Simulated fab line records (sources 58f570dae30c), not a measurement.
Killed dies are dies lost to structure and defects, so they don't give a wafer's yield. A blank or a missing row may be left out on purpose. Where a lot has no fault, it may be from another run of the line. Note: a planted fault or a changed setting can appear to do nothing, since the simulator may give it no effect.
Split-lot study / flow berkeley cmos170 / 5 lots, 23 wafers read, on a route of 331 steps

THE SPLIT
At UCB170_M3_METAL_ETCH_18 (etches Al in Cl2/BCl3, stops on SiO2, target depth 1170 nm, time 195 s), the setting icp w was moved away from the recipe's 600 W on 7 of the 23 wafers read, by -5.2% to +9.3%. The other wafers ran this setting at the recipe's value.

The file shows no step between the split and the reading.

THE READING
oes product au, in a.u., at UCB170_M3_STRIP_19 (strips in O2). Fault-free wafers of this fab line usually give 0.530 a.u., standard deviation 0.0088 a.u.

wafer=L078.1; tool, chamber at the split=rie metal-02, 0; icp w as run, W=600; against the recipe=recipe; oes product au, a.u.=0.544; against lot-mates on the recipe=-
wafer=L078.2; tool, chamber at the split=rie metal-02, 1; icp w as run, W=568.6; against the recipe=-5.2%; oes product au, a.u.=0.573; against lot-mates on the recipe=+0.030
wafer=L078.3; tool, chamber at the split=rie metal-02, 1; icp w as run, W=600; against the recipe=recipe; oes product au, a.u.=0.529; against lot-mates on the recipe=-
wafer=L078.4; tool, chamber at the split=rie metal-02, 0; icp w as run, W=600; against the recipe=recipe; oes product au, a.u.=0.557; against lot-mates on the recipe=-
wafer=L078.6; tool, chamber at the split=rie metal-02, 1; icp w as run, W=568.6; against the recipe=-5.2%; oes product au, a.u.=0.580; against lot-mates on the recipe=+0.037
wafer=L079.2; tool, chamber at the split=rie metal-04, 0; icp w as run, W=600; against the recipe=recipe; oes product au, a.u.=0.529; against lot-mates on the recipe=-
wafer=L079.3; tool, chamber at the split=rie metal-04, 1; icp w as run, W=600; against the recipe=recipe; oes product au, a.u.=0.519; against lot-mates on the recipe=-
wafer=L079.6; tool, chamber at the split=rie metal-04, 0; icp w as run, W=600; against the recipe=recipe; oes product au, a.u.=0.532; against lot-mates on the recipe=-
wafer=L081.1; tool, chamber at the split=rie metal-04, 1; icp w as run, W=655.7; against the recipe=+9.3%; oes product au, a.u.=0.501; against lot-mates on the recipe=-0.037
wafer=L081.2; tool, chamber at the split=rie metal-04, 0; icp w as run, W=655.7; against the recipe=+9.3%; oes product au, a.u.=0.479; against lot-mates on the recipe=-0.059
wafer=L081.3; tool, chamber at the split=rie metal-04, 0; icp w as run, W=600; against the recipe=recipe; oes product au, a.u.=0.530; against lot-mates on the recipe=-
wafer=L081.5; tool, chamber at the split=rie metal-04, 1; icp w as run, W=600; against the recipe=recipe; oes product au, a.u.=0.549; against lot-mates on the recipe=-
wafer=L081.6; tool, chamber at the split=rie metal-04, 0; icp w as run, W=600; against the recipe=recipe; oes product au, a.u.=0.534; against lot-mates on the recipe=-
wafer=L084.1; tool, chamber at the split=rie metal-04, 0; icp w as run, W=600; against the recipe=recipe; oes product au, a.u.=0.542; against lot-mates on the recipe=-
wafer=L084.2; tool, chamber at the split=rie metal-04, 1; icp w as run, W=600; against the recipe=recipe; oes product au, a.u.=0.524; against lot-mates on the recipe=-
wafer=L084.4; tool, chamber at the split=rie metal-04, 1; icp w as run, W=600; against the recipe=recipe; oes product au, a.u.=0.530; against lot-mates on the recipe=-
wafer=L084.5; tool, chamber at the split=rie metal-04, 0; icp w as run, W=600; against the recipe=recipe; oes product au, a.u.=0.534; against lot-mates on the recipe=-
wafer=L084.6; tool, chamber at the split=rie metal-04, 1; icp w as run, W=600; against the recipe=recipe; oes product au, a.u.=0.524; against lot-mates on the recipe=-
wafer=L085.1; tool, chamber at the split=rie metal-01, 0; icp w as run, W=635; against the recipe=+5.8%; oes product au, a.u.=0.512; against lot-mates on the recipe=-0.043
wafer=L085.2; tool, chamber at the split=rie metal-01, 1; icp w as run, W=635; against the recipe=+5.8%; oes product au, a.u.=0.498; against lot-mates on the recipe=-0.057
wafer=L085.3; tool, chamber at the split=rie metal-01, 0; icp w as run, W=635; against the recipe=+5.8%; oes product au, a.u.=0.500; against lot-mates on the recipe=-0.055
wafer=L085.4; tool, chamber at the split=rie metal-01, 1; icp w as run, W=600; against the recipe=recipe; oes product au, a.u.=0.563; against lot-mates on the recipe=-
wafer=L085.6; tool, chamber at the split=rie metal-01, 1; icp w as run, W=600; against the recipe=recipe; oes product au, a.u.=0.548; against lot-mates on the recipe=-

FIT RESULTS
A straight line over all 23 wafers: oes product au changes by -0.00579 a.u. for each +1% of icp w; r = -0.88; the points scatter about the line by 0.012 a.u.
The same after taking each lot's own level away (the mean of its wafers on the recipe; 23 wafers): -0.00645 a.u. for each +1%; r = -0.92; scatter 0.011 a.u.
On that fit, the largest move of icp w shifts the reading by 0.06 a.u.
Across the lots, their own levels run from 0.5267 to 0.5555 a.u., a range of 3.3 times the standard deviation given above.
Hence the slope depends on the lot-to-lot level, as the two fits are not the same.
Check: -0.0694 a.u. against its lot-mates is what the line predicts for one of the wafers moved furthest among these (+9.3%) when that wafer is left out of the fit. Against them it came out at -0.0367 a.u.
Tool readings at the split's step, against how far the setting was moved: oes product au r = -0.12.

THE FILE'S OWN FIT
oes product au changes by -0.00623 a.u. for each +1% of icp w, r = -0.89.
